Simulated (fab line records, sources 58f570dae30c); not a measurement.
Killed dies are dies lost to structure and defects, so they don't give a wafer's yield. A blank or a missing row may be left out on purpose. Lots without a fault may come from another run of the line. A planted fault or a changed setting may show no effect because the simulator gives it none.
fab line records | flow berkeley_cmos170
record lots=15 wafers=45 last_day=13
route steps=331 shown V1@266 M2@283
lots that met no fault: from a run of the same line without faults
start_h: hours from the record's first day to the start of the lot's first wafer shown | wait_h: hours since the lot's step before | " the same as in the row above | L1.1+2: a row that stands for several wafers | - no value, or no start given | * or withheld: withheld | < > ~ a bound
route shown NAME@n: a module of which the file shows steps, and the number in the route of the first | usual: mean/standard deviation of fault-free wafers | same: alike in all rows | chamber/n: place in a boat | sites: the reading at each site | _std_site: their standard deviation | _edge_site: outer sites' mean less inner sites' | radius_mm: how far each site lies from the wafer's centre | mask NAME#n: copy n | behind: the tool/chamber that last shaped the wafer | hold: why the lot was held/for how many hours/how that ended | device: the transistor (n, p or np) that didn't switch | end of line: the same wafers' tests at the end of the route | a step without rows: its recipe alone | killed: dies lost to structure and defects at the first sort, not the wafer's yield | map: a wafer's dies, x killed, . not, _ none there
set.NAME: the setting as run; set.NAME@STEP: as run at that earlier step | model.NAME: the simulator's own value behind a step, which no gauge read
steps of the route over a sample of lots; a table a step, a row a wafer
services: from which hour (start_h, from the record's first day; less than 0 if before it) a tool's chamber was out of use, for how many hours, and why
## steps
# step UCB170_V1_CD_MEAS_12
# recipe target_cd_nm=700
# usual cd_nm=700.0/1.4
# columns lot.wafer tool chamber start_h wait_h cd_nm
L734.1 cd_sem-01 - 193.28 - 701.0
L734.2 " - " " 700.7
L734.3 " - " " 699.6
L733.1 cd_sem-02 - 193.41 - 698.5
L733.3 " - " " 699.4
L733.4 " - " " 699.6
L737.2 cd_sem-02 - 193.55 - 702.3
L737.3 " - " " 701.3
L737.5 " - " " 699.6
L736.1 cd_sem-01 - 193.57 - 699.9
L736.3 " - " " 698.7
L736.4 " - " " 699.5
L740.1 cd_sem-02 - 227.64 - 698.6
L740.3 " - " " 699.1
L740.5 " - " " 698.7
L741.3 cd_sem-01 - 227.92 - 700.9
L741.4 " - " " 702.1
L741.6 " - " " 700.5
L739.1 cd_sem-01 - 228.12 - 699.8
L739.4 " - " " 701.8
L739.5 " - " " 699.8
L744.1 cd_sem-01 - 237.22 - 700.7
L744.2 " - " " 701.7
L744.6 " - " " 700.5
L742.2 cd_sem-01 - 238.94 - 701.0
L742.5 " - " " 700.5
L742.6 " - " " 700.1
L746.1 cd_sem-01 - 251.95 - 700.5
L746.2 " - " " 700.4
L746.6 " - " " 699.1
L747.2 cd_sem-02 - 278.56 - 698.6
L747.3 " - " " 698.2
L747.6 " - " " 697.5
L749.2 cd_sem-02 - 287.25 - 698.1
L749.3 " - " " 697.8
L749.4 " - " " 697.6
L748.1 cd_sem-01 - 287.44 - 696.1
L748.2 " - " " 697.7
L748.5 " - " " 697.9
L750.1 cd_sem-01 - 287.71 - 700.1
L750.2 " - " " 701.3
L750.3 " - " " 699.0
L753.1 cd_sem-02 - 292.30 - 698.6
L753.4 " - " " 699.2
L753.6 " - " " 699.7
# step UCB170_V1_OVL_MEAS_13
# usual V1_OVL=1/5.6
# columns lot.wafer tool chamber start_h wait_h V1_OVL[nm]
L734.1 overlay-02 - 193.40 0.1 1
L734.2 " - " " 3
L734.3 " - " " -2
L733.1 overlay-01 - 193.53 0.1 10
L733.3 " - " " -1
L733.4 " - " " 3
L737.2 overlay-01 - 193.66 0.1 3
L737.3 " - " " -6
L737.5 " - " " 1
L736.1 overlay-02 - 193.69 0.1 5
L736.3 " - " " -4
L736.4 " - " " -3
L740.1 overlay-02 - 227.76 0.1 4
L740.3 " - " " 5
L740.5 " - " " 4
L741.3 overlay-01 - 228.01 0.1 10
L741.4 " - " " -2
L741.6 " - " " -6
L739.1 overlay-02 - 228.24 0.1 5
L739.4 " - " " 0
L739.5 " - " " -2
L744.1 overlay-02 - 237.34 0.1 -4
L744.2 " - " " 2
L744.6 " - " " 10
L742.2 overlay-02 - 239.05 0.1 10
L742.5 " - " " 7
L742.6 " - " " 12
L746.1 overlay-01 - 252.08 0.1 6
L746.2 " - " " 5
L746.6 " - " " 3
L747.2 overlay-01 - 278.66 0.1 7
L747.3 " - " " 4
L747.6 " - " " 9
L749.2 overlay-01 - 287.35 0.1 7
L749.3 " - " " 5
L749.4 " - " " 3
L748.1 overlay-01 - 287.56 0.1 -7
L748.2 " - " " 3
L748.5 " - " " -3
L750.1 overlay-01 - 287.83 0.1 7
L750.2 " - " " 1
L750.3 " - " " 9
L753.1 overlay-02 - 292.42 0.1 6
L753.4 " - " " -3
L753.6 " - " " 2
# step UCB170_V1_CD_MEAS_90
# recipe target_cd_nm=700
# usual cd_nm=700.0/1.5
# columns lot.wafer tool chamber start_h wait_h cd_nm
L734.1 cd_sem-02 - 193.71 0.1 701.4
L734.2 " - " " 700.3
L734.3 " - " " 700.7
L733.1 cd_sem-02 - 193.85 0.1 699.3
L733.3 " - " " 698.8
L733.4 " - " " 698.0
L737.2 cd_sem-02 - 193.99 0.1 701.9
L737.3 " - " " 702.9
L737.5 " - " " 698.5
L736.1 cd_sem-01 - 194.06 0.1 699.2
L736.3 " - " " 698.8
L736.4 " - " " 699.8
L740.1 cd_sem-02 - 228.07 0.1 697.8
L740.3 " - " " 698.9
L740.5 " - " " 697.6
L741.3 cd_sem-02 - 228.36 0.1 701.2
L741.4 " - " " 701.0
L741.6 " - " " 701.2
L739.1 cd_sem-01 - 228.56 0.1 700.5
L739.4 " - " " 702.3
L739.5 " - " " 701.1
L744.1 cd_sem-01 - 237.84 0.3 701.9
L744.2 " - " " 700.7
L744.6 " - " " 701.3
L742.2 cd_sem-02 - 239.40 0.1 700.9
L742.5 " - " " 700.5
L742.6 " - " " 700.3
L746.1 cd_sem-02 - 252.39 0.1 701.3
L746.2 " - " " 701.4
L746.6 " - " " 700.7
L747.2 cd_sem-02 - 278.99 0.1 699.8
L747.3 " - " " 697.3
L747.6 " - " " 697.8
L749.2 cd_sem-02 - 287.68 0.1 697.7
L749.3 " - " " 698.2
L749.4 " - " " 698.1
L748.1 cd_sem-02 - 287.87 0.1 695.6
L748.2 " - " " 697.3
L748.5 " - " " 697.3
L750.1 cd_sem-01 - 288.14 0.1 699.9
L750.2 " - " " 701.1
L750.3 " - " " 699.3
L753.1 cd_sem-02 - 292.73 0.1 698.3
L753.4 " - " " 698.0
L753.6 " - " " 698.9
# step UCB170_M2_EXPOSE_12
# recipe mask_id=METAL2 target_cd_nm=700 na=0.5 sigma_outer=0.6 source_shape=conventional dose_mj=26
# usual exposure_dose_mJ_cm2=25.99/0.033
# columns lot.wafer tool chamber start_h wait_h mask exposure_dose_mJ_cm2
L734.1 krf_scanner-02 0 196.27 - METAL2#0 26.03
L734.2 " 0 " " METAL2#0 25.96
L734.3 " 0 " " METAL2#0 25.97
L733.1 krf_scanner-02 0 196.39 - METAL2#0 26.00
L733.3 " 0 " " METAL2#0 25.99
L733.4 " 0 " " METAL2#0 26.03
L737.2 krf_scanner-01 0 196.83 - METAL2#0 25.99
L737.3 " 0 " " METAL2#0 26.03
L737.5 " 0 " " METAL2#0 26.03
L736.1 krf_scanner-02 0 197.12 - METAL2#0 25.95
L736.3 " 0 " " METAL2#0 25.98
L736.4 " 0 " " METAL2#0 26.00
L740.1 krf_scanner-01 0 229.87 - METAL2#0 25.99
L740.3 " 0 " " METAL2#0 25.95
L740.5 " 0 " " METAL2#0 25.98
L741.3 krf_scanner-02 0 230.70 - METAL2#0 25.97
L741.4 " 0 " " METAL2#0 26.00
L741.6 " 0 " " METAL2#0 25.99
L739.1 krf_scanner-02 0 230.80 - METAL2#0 26.04
L739.4 " 0 " " METAL2#0 26.04
L739.5 " 0 " " METAL2#0 26.02
L744.1 krf_scanner-01 0 240.57 - METAL2#0 25.97
L744.2 " 0 " " METAL2#0 25.96
L744.6 " 0 " " METAL2#0 25.97
L742.2 krf_scanner-01 0 241.91 - METAL2#0 25.95
L742.5 " 0 " " METAL2#0 25.96
L742.6 " 0 " " METAL2#0 25.93
L746.1 krf_scanner-01 0 254.02 - METAL2#0 25.93
L746.2 " 0 " " METAL2#0 25.95
L746.6 " 0 " " METAL2#0 25.92
L747.2 krf_scanner-01 0 280.62 - METAL2#0 25.97
L747.3 " 0 " " METAL2#0 25.96
L747.6 " 0 " " METAL2#0 26.01
L749.2 krf_scanner-01 0 289.78 - METAL2#0 25.98
L749.3 " 0 " " METAL2#0 25.98
L749.4 " 0 " " METAL2#0 25.97
L748.1 krf_scanner-02 0 290.01 - METAL2#0 26.48
L748.2 " 0 " " METAL2#0 26.43
L748.5 " 0 " " METAL2#0 26.45
L750.1 krf_scanner-02 0 290.27 - METAL2#0 26.44
L750.2 " 0 " " METAL2#0 26.48
L750.3 " 0 " " METAL2#0 26.47
L753.1 krf_scanner-02 0 295.29 - METAL2#0 26.32
L753.4 " 0 " " METAL2#0 26.28
L753.6 " 0 " " METAL2#0 26.27
## services
# columns tool chamber start_h hours kind
krf_scanner-01 - 186.31 1.0 pm
krf_scanner-01 - 187.34 0.3 repair
krf_scanner-02 - 188.67 1.0 pm
krf_scanner-01 - 209.67 0.8 pm
krf_scanner-01 - 217.46 0.4 repair
krf_scanner-02 - 222.24 1.3 pm
krf_scanner-02 - 229.33 1.0 pm
krf_scanner-02 0 240.32 - calibration
krf_scanner-02 - 251.77 4.4 pm
krf_scanner-01 - 256.15 0.8 pm
krf_scanner-01 - 256.90 3.6 pm
krf_scanner-01 - 260.45 1.3 pm
krf_scanner-01 0 268.21 - calibration
## key
first_sign step=UCB170_M2_EXPOSE_12 reading=exposure_dose_mJ_cm2 direction=up sigmas=13 usual=25.99 struck=26.40
effect none on later readings
met_at UCB170_M2_EXPOSE_12
struck_lots L748,L750,L753
sort_left_out L753.1,L753.4,L753.6
loop_trim step=UCB170_M2_EXPOSE_12 setting=dose lots=L753
not_acting_at UCB170_V1_CD_MEAS_12,UCB170_V1_OVL_MEAS_13,UCB170_V1_CD_MEAS_90
onset_between 230.80 290.01
fault kind=process_parameter_drift tool=krf_scanner-02 chamber=- onset_h=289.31 steps=UCB170_M2_EXPOSE_12 channel=dose_mj offset=0.45365 shape=step acts_in=these_recipes_only stated=26
# sort_left_out: the simulated sort isn't trusted on such a fault, so these wafers' sort isn't shown, and their yield isn't known
# loop_trim: a control loop set the setting to another value than it would have without faults
